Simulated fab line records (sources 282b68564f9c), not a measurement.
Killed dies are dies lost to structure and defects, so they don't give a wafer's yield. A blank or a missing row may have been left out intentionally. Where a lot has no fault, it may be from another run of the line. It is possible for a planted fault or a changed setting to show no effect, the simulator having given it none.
Comparing a struck lot with a sound one	flow ritCmos	16 steps out of a route of 202
Sound: the wafers L368.1, L368.3, L368.4. Wafers L380.1, L380.2, L380.6 were the ones struck. Last of all comes the cause.
Per side, at each step with rows, come the tool, then ch with its chambers, and then its first start. Under that, the readings that differ: sound wafers	struck wafers	difference of the means	sigmas: that difference in standard deviations of wafers without a fault.
alike: readings with means less than 2 such deviations apart, plus words and numbers identical on both sides. not compared: withheld readings, readings lacking a value on some wafer, bounds such as >300 that could conceal the same value, and numbers that have no deviation in the record and whose values overlap.
The two part at a step that has a row with sigmas, a row that says differs or no value, or rows on one side only. When numbers do not overlap yet have no deviation, they are printed without sigmas and do not part them. A reading that every wafer of one side lacks parts them only if that side has two wafers or more.

RIT_ACTIVE_BOW_MEAS_00:
  sound on filmMetro-02, day 1 20:00; struck on filmMetro-01, day 4 08:00
  alike: INCOMING_BOW
then, 1 step without rows for these wafers: RIT_ACTIVE_OXIDATION_01 (target thk 46.8 nm, ox time 3360 s).
RIT_ACTIVE_THK_MEAS_02:
  sound on filmMetro-02, day 1 22:03; struck on filmMetro-04, day 4 10:03
  alike: ACTIVE_OXIDE_THK
then, 1 step without rows for these wafers: RIT_ACTIVE_CVD_03 (deposits Si3N4 from SiH2Cl2/NH3, target thk 150 nm, time 1500 s).
RIT_ACTIVE_THK_MEAS_04:
  sound on filmMetro-02, day 1 23:32; struck on filmMetro-04, day 4 11:32
reading	sound	struck	difference	sigmas
ACTIVE_NITRIDE_THK (nm)	149.4 148.5 149.6	152.0 153.0 152.5	+3.3	+2
then, 1 step without rows for these wafers: RIT_ACTIVE_HMDS_05 (prime time 60 s).
RIT_ACTIVE_COAT_06: resist thk 1000 nm.
  sound on lithoTrack-02 ch 0, day 1 23:44; struck on lithoTrack-03 ch 0, day 4 11:44
reading	sound	struck	difference	sigmas
model.NOVOLAK_of_ACTIVE_COAT_06.thkNm (nm)	995.9 996.6 994.9	478.8 477.2 478.5	-517.6	
  alike: dispensePressureKPa
then, 4 steps without rows for these wafers: RIT_ACTIVE_SOFTBAKE_07 (time 60 s); RIT_ACTIVE_EXPOSE_08 (exposes mask M1, target cd 1400 nm); RIT_ACTIVE_PEB_09; RIT_ACTIVE_DEVELOP_10 (develop time 50 s).
RIT_ACTIVE_CD_MEAS_11: the cd target is 1400 nm.
  sound on cdSem-01, day 2 00:26; struck on cdSem-01, day 4 12:34
reading	sound	struck	difference	sigmas
cdNm (nm)	1398.9 1397.3 1398.7	1328.2 1329.5 1330.0	-69.1	-28
then, 1 step without rows for these wafers: RIT_ACTIVE_HARDBAKE_12 (time 60 s).
RIT_ACTIVE_ETCH_13: etches Si3N4 in SF6, stops on SiO2, time 210 s, target depth 210 nm.
  sound on rieDiel-03 ch 1,2,3, day 2 00:43; struck on rieDiel-02 ch 1,2, day 4 12:50
reading	sound	struck	difference	sigmas
model.NOVOLAK_of_ACTIVE_COAT_06.thkNm (nm)	644.6 647.8 650	192.2 185.9 191.7	-457.5	
model.ACTIVE.cdNm (nm)	1399 1397 1399	1328 1329 1330	-69	
  alike: SF6_flow_sccm, drypumpMotorCurrentA, oesProductAu, throttleValvePct
  not compared: rfHoursCounterH
RIT_ACTIVE_STRIP_14: strips in O2, time 180 s.
  sound on plasmaAsher-04 ch 0,1, day 2 00:50; struck on plasmaAsher-04 ch 0,1, day 4 12:58
  alike: drypumpMotorCurrentA, rfReflPowerW
  not compared: rfHoursCounterH
RIT_M1_PROBE_99:
  sound on prober-02, day 4 01:13; struck on prober-02, day 6 12:55
reading	sound	struck	difference	sigmas
model.etest.nplusSal.widthNm (nm)	3503 3473 3484	3406 3403 3421	-77	
model.etest.pplusSal.widthNm (nm)	3486 3482 3469	3410 3406 3405	-72	
model.etest.nldd.widthNm (nm)	3229 3245 3231	3148 3154 3150	-84	
model.etest.pldd.widthNm (nm)	3226 3245 3206	3153 3152 3153	-73	
model.etest.nmosNarrow.driveUaUm	228.5 233.1 231.7	211.7 211.3 213.8	-18.8	
model.etest.pmosNarrow.driveUaUm	108.8 112 111.4	99.6 97.84 99.5	-11.8	
model.etest.nplusSal.lineOhmUm	1.208 1.219 1.192	1.237 1.236 1.222	+0.025	
model.etest.pplusSal.lineOhmUm	1.216 1.21 1.194	1.236 1.233 1.218	+0.022	
  alike: killedAtContacts, killedAtFrontEnd, killedDies, killedOnRim, killedOpen, killedShort

WHERE THEY PART
First at RIT_ACTIVE_THK_MEAS_04; last, within this record, at RIT_ACTIVE_CD_MEAS_11. Later steps at which nothing parts them and some readings are alike: RIT_ACTIVE_ETCH_13, RIT_ACTIVE_STRIP_14, RIT_M1_PROBE_99.

WHY: what had been put in by the simulator
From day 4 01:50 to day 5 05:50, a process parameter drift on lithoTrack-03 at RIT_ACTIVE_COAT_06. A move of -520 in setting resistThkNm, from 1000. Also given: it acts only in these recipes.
